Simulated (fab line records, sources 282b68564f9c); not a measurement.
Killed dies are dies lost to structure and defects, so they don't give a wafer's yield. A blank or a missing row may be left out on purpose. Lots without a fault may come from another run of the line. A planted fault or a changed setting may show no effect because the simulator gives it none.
Which tool did it? | flow rit_cmos | 6 lots, 18 wafers sampled, at 2 steps of a route of 202

WHAT THE GAUGES READ, wafer by wafer
RIT_M1_RS_MEAS_01: measures by four-point-probe.
lot  | measured    | on            | M1_AL_RS (ohm/sq)
L563 | day 3 15:13 | film_metro-03 | 0.0730 0.0733 0.0721
L567 | day 4 11:44 | film_metro-02 | 0.0741 0.0736 0.0735
L573 | day 5 20:07 | film_metro-04 | 0.1057 0.1030 0.1019
L576 | day 6 04:41 | film_metro-03 | 0.0750 0.0752 0.0749
L580 | day 7 02:56 | film_metro-02 | 0.0742 0.0736 0.0723
L583 | day 7 20:29 | film_metro-03 | 0.0733 0.0734 0.0731

WHICH TOOL RAN EACH LOT (tool, then ch and the chambers of the sampled wafers, then the start)
lot  | RIT_M1_SPUTTER_00
L563 | pvd_sputter-02, day 3 14:55
L567 | pvd_sputter-02, day 4 11:26
L573 | pvd_sputter-02, day 5 19:48
L576 | pvd_sputter-01, day 6 04:23
L580 | pvd_sputter-04, day 7 02:38
L583 | pvd_sputter-01, day 7 20:10
- RIT_M1_SPUTTER_00: material Al, target thk 400 nm, time 500 s.

THE ANSWER, worked out from the rows above alone
Rule: what is usual is taken from the lots themselves. Put in order of their means at a reading, lots are off if they are a third of the lots or fewer, leave a main group of 4 or more, and stand apart from it by a gap of 3 or more times the standard deviation of the main group's means; of several such gaps the widest counts. A main group whose means are all the same, to the digits that the tables above print for the reading, isn't used. A lot without any number at a reading at which 4 lots or more have one is off too. The other lots that the step has rows for count as sound.
Off: L573, at RIT_M1_RS_MEAS_01 (M1_AL_RS). The main group: mean 0.0736 ohm/sq, standard deviation 0.00076.
A tool fits if, at a process step before that reading, it ran every lot that is off, and no sound lot after the first of them. The gauges at RIT_M1_RS_MEAS_01 are tried like those tools. Can't be told from this: 2 tools fit, pvd_sputter-02 at RIT_M1_SPUTTER_00, film_metro-04 at RIT_M1_RS_MEAS_01.

WHAT THE SIMULATOR HAD PUT IN
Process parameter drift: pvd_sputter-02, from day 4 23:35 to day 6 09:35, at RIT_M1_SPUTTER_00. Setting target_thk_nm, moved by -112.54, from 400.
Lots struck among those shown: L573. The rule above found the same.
